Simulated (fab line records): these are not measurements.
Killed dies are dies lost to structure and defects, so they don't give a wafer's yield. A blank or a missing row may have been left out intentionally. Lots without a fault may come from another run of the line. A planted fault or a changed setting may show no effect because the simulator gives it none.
fab line records	flow rit-cmos
record: lots: 6	wafers: 18	last-day: 7
route steps=202 shown NWELL@36 PWELL@39 WELLDRIVE@50 NRETRO@53 M1@202
lots with no fault: from the same line, run without faults
start-h: hours from the record's opening day to when the first of the lot's shown wafers began	wait-h: how many hours have passed since the lot's step before this one	" same as the row above	L1.1+2: a single row standing in for several wafers	- no value present, or no start provided	* or withheld: withheld	< > ~ a bound
route shown NAME@n: a module of which the file shows steps, and the number in the route of the first	usual: mean/standard deviation of fault-free wafers	same: alike in all rows	chamber/n: place in a boat	sites: readings site by site	_std_site: standard deviation across them	_edge_site: mean of outer sites minus mean of inner sites	radius-mm: for every site, how far away it sits from the centre of the wafer	mask NAME#n: copy n	behind: the tool/chamber that last shaped the wafer	hold: why the lot went on hold/how many hours it stayed there/how the hold came to an end	device: transistor that didn't switch, given as n, p or np	end of line: at the end of the route, the tests of the same wafers	a step with no rows: only its recipe	killed: at the first sort, the dies lost to defects and structure; wafer yield is something else	map: per-die view of a wafer (x killed, . not killed, _ where there is no die)
set.NAME: the setting as run; set.NAME@STEP: as run at that earlier step	model.NAME: the simulator's own value behind a step, which no gauge read
a table for each step, a row for each wafer; lots at some steps of the route
services: from which hour (start-h, from the record's first day; less than 0 if before it) a tool's chamber was out of use, for how many hours, and why
== steps ==
step: RIT_NWELL_IMPLANT_08
recipe: species: P	energy-kev: 170	dose-cm2: 5e+13	tilt-deg: 7
step: RIT_NWELL_STRIP_09
recipe: chemistry: O2	time-s: 180	resist: NOVOLAK	platen-temp-c: withheld	power-w: 500	pressure-mtorr: 4000	o2-flow-sccm: 4000
usual: chamber-pressure-mTorr: 4001/3.5	drypump-motor-current-A: 5.7/0.46
same: time-s: 180
lot.wafer	tool	chamber	start-h	wait-h	chamber-pressure-mTorr	drypump-motor-current-A	rf-hours-counter-h
L219.1	plasma-asher-01	1	52.72	0.1	4000	6.0	41
L219.2	"	0	"	"	3998	5.4	41
L219.5	"	1	"	"	3996	6.0	-
L220.4	plasma-asher-03	1	57.66	0.1	3998	5.0	-
L220.5	"	0	"	"	4000	6.3	-
L220.6	"	1	"	"	4009	5.0	-
L221.3	plasma-asher-03	1	66.96	0.1	3996	5.0	-
L221.4	"	0	"	"	4009	6.3	-
L221.5	"	0	"	"	4006	6.3	-
L227.1	plasma-asher-04	0	99.09	0.1	4000	5.4	44
L227.5	"	1	"	"	4005	6.1	-
L227.6	"	0	"	"	3994	5.4	-
L234.2	plasma-asher-04	1	134.54	0.1	3999	6.1	48
L234.5	"	0	"	"	3999	5.4	-
L234.6	"	1	"	"	4004	6.1	-
L235.2	plasma-asher-03	0	148.27	0.1	4001	6.2	35
L235.5	"	0	"	"	3998	6.2	-
L235.6	"	1	"	"	4001	5.0	-
step: RIT_NWELL_TW_MEAS_10
usual: NWELL_TW: 2136/34
lot.wafer	tool	chamber	start-h	wait-h	NWELL_TW
L219.1	film-metro-02	-	52.90	0.1	2162
L219.2	"	-	"	"	2169
L219.5	"	-	"	"	2174
L220.4	film-metro-04	-	57.81	0.1	2084
L220.5	"	-	"	"	2078
L220.6	"	-	"	"	2089
L221.3	film-metro-02	-	67.09	0.1	2162
L221.4	"	-	"	"	2160
L221.5	"	-	"	"	2165
L227.1	film-metro-02	-	99.27	0.1	2165
L227.5	"	-	"	"	2159
L227.6	"	-	"	"	2173
L234.2	film-metro-04	-	134.73	0.1	2086
L234.5	"	-	"	"	2082
L234.6	"	-	"	"	2083
L235.2	film-metro-03	-	148.45	0.1	2176
L235.5	"	-	"	"	2151
L235.6	"	-	"	"	2172
step: RIT_PWELL_HMDS_00
recipe: prime-time-s: 60	prime-temp-c: 140
step: RIT_PWELL_COAT_01
recipe: resist: NOVOLAK	spin-rpm: 2000	resist-thk-nm: 1300
step: RIT_PWELL_SOFTBAKE_02
recipe: resist: NOVOLAK	temp-c: 90	time-s: 60
step: RIT_PWELL_EXPOSE_03
recipe: mask-id: M3	na: 0.57	target-cd-nm: 43700	dose-mj: 250
step: RIT_PWELL_PEB_04
recipe: resist: NOVOLAK	temp-c: withheld	time-s: withheld
step: RIT_PWELL_DEVELOP_05
recipe: resist: NOVOLAK	develop-time-s: 68	dev-temp-c: 23
step: RIT_PWELL_OVL_MEAS_06
usual: PWELL_OVL: 0.1/1.2
lot.wafer	tool	chamber	start-h	wait-h	PWELL_OVL[nm]
L219.1	overlay-02	-	53.96	-	0.5
L219.2	"	-	"	"	0.6
L219.5	"	-	"	"	-1.2
L220.4	overlay-02	-	58.86	-	-1.7
L220.5	"	-	"	"	0.9
L220.6	"	-	"	"	0.9
L221.3	overlay-01	-	68.15	-	1.1
L221.4	"	-	"	"	-1.4
L221.5	"	-	"	"	0.3
L227.1	overlay-02	-	100.64	-	-0.1
L227.5	"	-	"	"	-0.7
L227.6	"	-	"	"	-0.1
L234.2	overlay-01	-	135.97	-	-0.6
L234.5	"	-	"	"	-0.7
L234.6	"	-	"	"	-0.6
L235.2	overlay-02	-	149.64	-	1.6
L235.5	"	-	"	"	0.3
L235.6	"	-	"	"	0.2
step: RIT_PWELL_HARDBAKE_07
recipe: resist: NOVOLAK	temp-c: 140	time-s: 120
step: RIT_PWELL_IMPLANT_08
recipe: species: B	energy-kev: 170	dose-cm2: 7e+13	tilt-deg: 7
step: RIT_PWELL_STRIP_09
recipe: chemistry: O2	time-s: 180	resist: NOVOLAK	platen-temp-c: withheld	power-w: 500	pressure-mtorr: 4000	o2-flow-sccm: 4000
usual: chamber-pressure-mTorr: 4000/4.3	drypump-motor-current-A: 5.9/0.55	time-s: 180/0
lot.wafer	tool	chamber	start-h	wait-h	chamber-pressure-mTorr	drypump-motor-current-A	rf-hours-counter-h	time-s	model.NOVOLAK_of_PWELL_COAT_01.thk-nm
L219.1	plasma-asher-02	1	54.40	0.1	4007	5.5	42	180	0
L219.2	"	0	"	"	3996	6.6	42	180	0
L219.5	"	1	"	"	4002	5.5	-	180	0
L220.4	plasma-asher-03	1	59.34	0.1	3998	5.0	-	180	0
L220.5	"	1	"	"	4000	5.0	-	180	0
L220.6	"	0	"	"	4004	6.3	-	180	0
L221.3	plasma-asher-02	0	68.63	0.1	3999	6.6	-	180	0
L221.4	"	1	"	"	3998	5.5	-	180	0
L221.5	"	1	"	"	3999	5.5	-	180	0
L227.1	plasma-asher-04	1	101.12	0.1	4005	6.1	45	180	0
L227.5	"	1	"	"	3997	6.1	-	180	0
L227.6	"	0	"	"	4001	5.4	-	180	0
L234.2	plasma-asher-03	1	136.40	0.1	-	-	-	-	1135
L234.5	"	0	"	"	-	-	-	-	1135
L234.6	"	1	"	"	-	-	-	-	1132
L235.2	plasma-asher-03	1	150.28	0.1	-	-	-	-	1137
L235.5	"	1	"	"	-	-	-	-	1134
L235.6	"	0	"	"	-	-	-	-	1133
step: RIT_PWELL_TW_MEAS_10
usual: PWELL_TW: 943/16
lot.wafer	tool	chamber	start-h	wait-h	PWELL_TW
L219.1	film-metro-04	-	54.57	0.1	923
L219.2	"	-	"	"	918
L219.5	"	-	"	"	924
L220.4	film-metro-04	-	59.48	0.1	919
L220.5	"	-	"	"	924
L220.6	"	-	"	"	920
L221.3	film-metro-02	-	68.77	0.1	967
L221.4	"	-	"	"	965
L221.5	"	-	"	"	962
L227.1	film-metro-04	-	101.29	0.1	935
L227.5	"	-	"	"	931
L227.6	"	-	"	"	934
L234.2	film-metro-04	-	136.59	0.1	921
L234.5	"	-	"	"	925
L234.6	"	-	"	"	928
L235.2	film-metro-04	-	150.46	0.1	928
L235.5	"	-	"	"	928
L235.6	"	-	"	"	934
step: RIT_WELLDRIVE_ANNEAL_00
recipe: temp-c: 1100	time-s: 14700	ambient: N2
step: RIT_WELLDRIVE_RS_MEAS_01
recipe: thk-meas-gauge: four-point-probe
usual: NWELL_RS: 275.2/0.69
lot.wafer	tool	chamber	start-h	wait-h	NWELL_RS[ohm/sq]
L219.1	film-metro-03	-	60.36	0.0	275.0
L219.2	"	-	"	"	275.0
L219.5	"	-	"	"	275.1
L220.4	film-metro-03	-	65.63	0.1	275.3
L220.5	"	-	"	"	275.8
L220.6	"	-	"	"	275.2
L221.3	film-metro-02	-	74.19	0.0	276.3
L221.4	"	-	"	"	276.2
L221.5	"	-	"	"	274.7
L227.1	film-metro-04	-	107.02	0.0	275.4
L227.5	"	-	"	"	275.3
L227.6	"	-	"	"	275.9
L234.2	film-metro-03	-	144.88	0.0	276.9
L234.5	"	-	"	"	276.0
L234.6	"	-	"	"	277.0
L235.2	film-metro-04	-	158.19	0.3	275.8
L235.5	"	-	"	"	276.3
L235.6	"	-	"	"	275.1
step: RIT_WELLDRIVE_RS_MEAS_02
recipe: thk-meas-gauge: four-point-probe
usual: PWELL_RS: 428.9/1.2
lot.wafer	tool	chamber	start-h	wait-h	PWELL_RS[ohm/sq]
L219.1	film-metro-03	-	60.48	0.1	428.7
L219.2	"	-	"	"	430.9
L219.5	"	-	"	"	428.6
L220.4	film-metro-03	-	65.75	0.1	428.2
L220.5	"	-	"	"	428.4
L220.6	"	-	"	"	427.9
L221.3	film-metro-02	-	74.31	0.1	428.8
L221.4	"	-	"	"	429.6
L221.5	"	-	"	"	428.0
L227.1	film-metro-04	-	107.14	0.1	427.9
L227.5	"	-	"	"	427.4
L227.6	"	-	"	"	427.7
L234.2	film-metro-03	-	145.00	0.1	430.2
L234.5	"	-	"	"	429.3
L234.6	"	-	"	"	428.9
L235.2	film-metro-04	-	158.31	0.1	428.9
L235.5	"	-	"	"	427.6
L235.6	"	-	"	"	429.1
step: RIT_NRETRO_HMDS_00
recipe: prime-time-s: 60	prime-temp-c: 140
step: RIT_NRETRO_COAT_01
recipe: resist: NOVOLAK	spin-rpm: 2000	resist-thk-nm: 1300
step: RIT_NRETRO_SOFTBAKE_02
recipe: resist: NOVOLAK	temp-c: 90	time-s: 60
step: RIT_NRETRO_EXPOSE_03
recipe: mask-id: M4	na: 0.57	target-cd-nm: 43900	dose-mj: 250
step: RIT_NRETRO_PEB_04
recipe: resist: NOVOLAK	temp-c: withheld	time-s: withheld
step: RIT_NRETRO_DEVELOP_05
recipe: resist: NOVOLAK	develop-time-s: 68	dev-temp-c: 23
step: RIT_NRETRO_OVL_MEAS_06
usual: NRETRO_OVL: 0.9/1.4
lot.wafer	tool	chamber	start-h	wait-h	NRETRO_OVL[nm]
L219.1	overlay-02	-	61.48	-	3.9
L219.2	"	-	"	"	1.3
L219.5	"	-	"	"	3.0
L220.4	overlay-02	-	66.83	-	0.6
L220.5	"	-	"	"	-2.0
L220.6	"	-	"	"	-1.9
L221.3	overlay-01	-	75.40	-	-1.4
L221.4	"	-	"	"	1.5
L221.5	"	-	"	"	0.8
L227.1	overlay-02	-	108.27	-	1.5
L227.5	"	-	"	"	3.2
L227.6	"	-	"	"	1.8
L234.2	overlay-02	-	146.23	-	1.2
L234.5	"	-	"	"	1.5
L234.6	"	-	"	"	-0.4
L235.2	overlay-01	-	159.59	-	1.8
L235.5	"	-	"	"	0.4
L235.6	"	-	"	"	3.3
step: RIT_NRETRO_HARDBAKE_07
recipe: resist: NOVOLAK	temp-c: 140	time-s: 120
step: RIT_NRETRO_IMPLANT_08
recipe: species: P	energy-kev: 70	dose-cm2: 1e+13	tilt-deg: 7
step: RIT_NRETRO_STRIP_09
recipe: chemistry: O2	time-s: 180	resist: NOVOLAK	platen-temp-c: withheld	power-w: 500	pressure-mtorr: 4000	o2-flow-sccm: 4000
usual: chamber-pressure-mTorr: 4000/3.2	drypump-motor-current-A: 5.8/0.54
same: time-s: 180
lot.wafer	tool	chamber	start-h	wait-h	chamber-pressure-mTorr	drypump-motor-current-A	rf-hours-counter-h
L219.1	plasma-asher-01	0	61.92	0.1	4002	5.4	42
L219.2	"	1	"	"	4003	5.9	42
L219.5	"	1	"	"	4004	5.9	-
L220.4	plasma-asher-02	1	67.31	0.1	4001	5.5	-
L220.5	"	0	"	"	4001	6.6	-
L220.6	"	1	"	"	3999	5.5	-
L221.3	plasma-asher-03	0	75.89	0.1	4002	6.3	-
L221.4	"	1	"	"	4001	5.0	-
L221.5	"	1	"	"	3998	5.0	-
L227.1	plasma-asher-02	1	108.71	0.1	4001	5.5	46
L227.5	"	0	"	"	4004	6.6	-
L227.6	"	1	"	"	4002	5.5	-
L234.2	plasma-asher-01	1	146.66	0.1	3996	5.9	2
L234.5	"	1	"	"	4003	5.9	-
L234.6	"	0	"	"	4000	5.4	-
L235.2	plasma-asher-03	1	160.02	0.1	3996	5.0	36
L235.5	"	1	"	"	4001	5.0	-
L235.6	"	0	"	"	3996	6.3	-
step: RIT_NRETRO_TW_MEAS_10
usual: NRETRO_TW: 1059/6.2
lot.wafer	tool	chamber	start-h	wait-h	hold	NRETRO_TW
L219.1	film-metro-02	-	62.10	0.1	-	1063
L219.2	"	-	"	"	-	1062
L219.5	"	-	"	"	-	1062
L220.4	film-metro-03	-	67.45	0.1	-	1051
L220.5	"	-	"	"	-	1057
L220.6	"	-	"	"	-	1055
L221.3	film-metro-03	-	76.02	0.1	-	1064
L221.4	"	-	"	"	-	1069
L221.5	"	-	"	"	-	1058
L227.1	film-metro-02	-	108.88	0.1	-	1065
L227.5	"	-	"	"	-	1064
L227.6	"	-	"	"	-	1059
L234.2	film-metro-03	-	146.84	0.1	await-dispo/0.2h/release	30
L234.5	"	-	"	"	await-dispo/0.2h/release	31
L234.6	"	-	"	"	await-dispo/0.2h/release	30
L234.2	film-metro-03	-	147.07	0.2	-	30
L234.5	"	-	"	"	-	30
L234.6	"	-	"	"	-	31
L235.2	film-metro-03	-	160.21	0.1	await-dispo/0.2h/release	30
L235.5	"	-	"	"	await-dispo/0.2h/release	30
L235.6	"	-	"	"	await-dispo/0.2h/release	30
L235.2	film-metro-03	-	160.43	0.2	-	30
L235.5	"	-	"	"	-	30
L235.6	"	-	"	"	-	30
step: RIT_M1_PROBE_99
usual: defect-limited-yield: 97.2/1.2	killed-at-front-end: 7/3.1	killed-dies: 7/3.1	killed-open: 3.3/1.9	killed-short: 3.9/2.1	sort_bin_3_pad_short: 0.2/0.28	sort_bin_5_function: 1.6/0.85	sort_bin_6_memory: 1.0/0.59	sort-n-pass: 257/3.1	sort-yield-pct: 97.2/1.2
same: gross-dies: 264	killed_at_M0_to_M3: 0	killed_at_M4_up: 0	killed-at-back-side: 0	killed-at-contacts: 0	killed-at-other: 0
lot.wafer	tool	chamber	start-h	wait-h	defect-limited-yield[%]	killed-at-front-end	killed-dies	killed-open	killed-short	sort_bin_3_pad_short[%]	sort_bin_5_function[%]	sort_bin_6_memory[%]	sort-n-pass	sort-yield-pct[%]
L219.1	prober-01	-	93.46	0.1	98.9	3	3	2	1	0	0	1.1	261	98.9
L219.2	prober-01	-	93.51	0.1	98.1	5	5	2	3	0	1.1	0.8	259	98.1
L219.5	prober-01	-	93.66	0.2	97.7	6	6	2	4	1.1	0.4	0.8	258	97.7
L220.4	prober-02	-	98.39	0.2	95.1	13	13	5	8	0	2.7	2.3	251	95.1
L220.5	prober-02	-	98.44	0.2	98.1	5	5	3	2	0	1.1	0.8	259	98.1
L220.6	prober-02	-	98.49	0.2	95.8	11	11	6	5	0	2.7	1.5	253	95.8
L221.3	prober-01	-	105.88	0.2	96.6	9	9	4	5	0	1.9	1.5	255	96.6
L221.4	prober-01	-	105.93	0.2	97.7	6	6	1	5	0	1.1	1.1	258	97.7
L221.5	prober-01	-	105.98	0.2	95.5	12	12	6	6	0.4	3.8	0.4	252	95.5
L227.1	prober-02	-	145.22	0.1	99.6	1	1	1	0	0	0.4	0	263	99.6
L227.5	prober-02	-	145.42	0.2	97.3	7	7	2	5	0	1.1	1.5	257	97.3
L227.6	prober-02	-	145.47	0.2	97.0	8	8	5	3	0.4	1.1	1.5	256	97.0
killed by level:class
L219.1 GATE:geometric-particle:open=2 GATE:geometric-particle:short=1
L219.2 GATE:geometric-particle:short=2 GATE:geometric-particle:open=1 SPACER:geometric-particle:short=1 SILICIDE:geometric-particle:open=1
L219.5 FOX1:geometric-particle:short=2 SILICIDE:geometric-particle:short=2 GATE:geometric-particle:open=1 SPACER:geometric-particle:open=1
L220.4 GATE:geometric-particle:short=4 FOX1:geometric-particle:short=3 GATE:geometric-particle:open=2 FOX1:geometric-particle:open=1 SILICIDE:geometric-particle:open=1 REOX:geometric-particle:open=1 SILICIDE:geometric-particle:short=1
L220.5 SILICIDE:geometric-particle:open=2 GATE:geometric-particle:short=1 GATE:geometric-particle:open=1 SILICIDE:geometric-particle:short=1
L220.6 GATE:geometric-particle:open=4 GATE:geometric-particle:short=3 FOX2:geometric-particle:open=1 SPACER:geometric-particle:short=1 SILICIDE:geometric-particle:open=1 SILICIDE:geometric-particle:short=1
L221.3 GATE:geometric-particle:open=2 GATE:geometric-particle:short=2 FOX2:geometric-particle:short=1 REOX:geometric-particle:short=1 SPACER:geometric-particle:open=1 SILICIDE:geometric-particle:open=1 SILICIDE:geometric-particle:short=1
L221.4 REOX:geometric-particle:short=3 GATE:geometric-particle:short=2 SILICIDE:geometric-particle:open=1
L221.5 GATE:geometric-particle:open=5 GATE:geometric-particle:short=2 REOX:geometric-particle:short=2 FOX2:geometric-particle:short=1 SPACER:geometric-particle:open=1 SILICIDE:geometric-particle:short=1
L227.1 GATE:geometric-particle:open=1
L227.5 REOX:geometric-particle:short=3 GATE:geometric-particle:open=2 GATE:geometric-particle:short=1 SILICIDE:geometric-particle:short=1
L227.6 FOX2:geometric-particle:open=2 SPACER:geometric-particle:short=2 SPACER:geometric-particle:open=2 FOX2:geometric-particle:short=1 REOX:geometric-particle:open=1
== services ==
tool	chamber	start-h	hours	kind
plasma-asher-04	-	35.24	10.0	pm
plasma-asher-02	-	44.58	1.2	repair
plasma-asher-04	-	47.58	3.2	repair
plasma-asher-02	-	92.16	14.6	pm
plasma-asher-01	-	108.75	9.0	pm
plasma-asher-01	0	108.75	9.0	vent-cycle
plasma-asher-01	1	108.75	9.0	vent-cycle
plasma-asher-03	-	112.93	2.7	repair
plasma-asher-04	-	116.94	2.9	repair
plasma-asher-01	0	117.75	-	clean
plasma-asher-01	1	117.75	-	clean
== key ==
first-sign: step: RIT_PWELL_STRIP_09	reading: tool-record	direction: missing
effect: step: RIT_NRETRO_TW_MEAS_10	reading: visit	direction: added
effect: step: RIT_NRETRO_TW_MEAS_10	reading: NRETRO_TW	direction: down	sigmas: 99+	usual: 1059	struck: 30
model-effect: step: RIT_PWELL_STRIP_09	value: NOVOLAK_of_PWELL_COAT_01.thk-nm	without: 0	struck: 1134
met-at RIT_PWELL_STRIP_09
struck-wafers L234.2,L234.5,L234.6,L235.2,L235.5,L235.6
scrapped-behind RIT_NRETRO_TW_MEAS_10 L234.2,L234.5,L234.6,L235.2,L235.5,L235.6
onset-between 59.34 136.40
fault: kind: skipped-step-whole	tool: plasma-asher-03	chamber: -	onset-h: 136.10	steps: RIT_PWELL_STRIP_09	scope: struck-lots-only
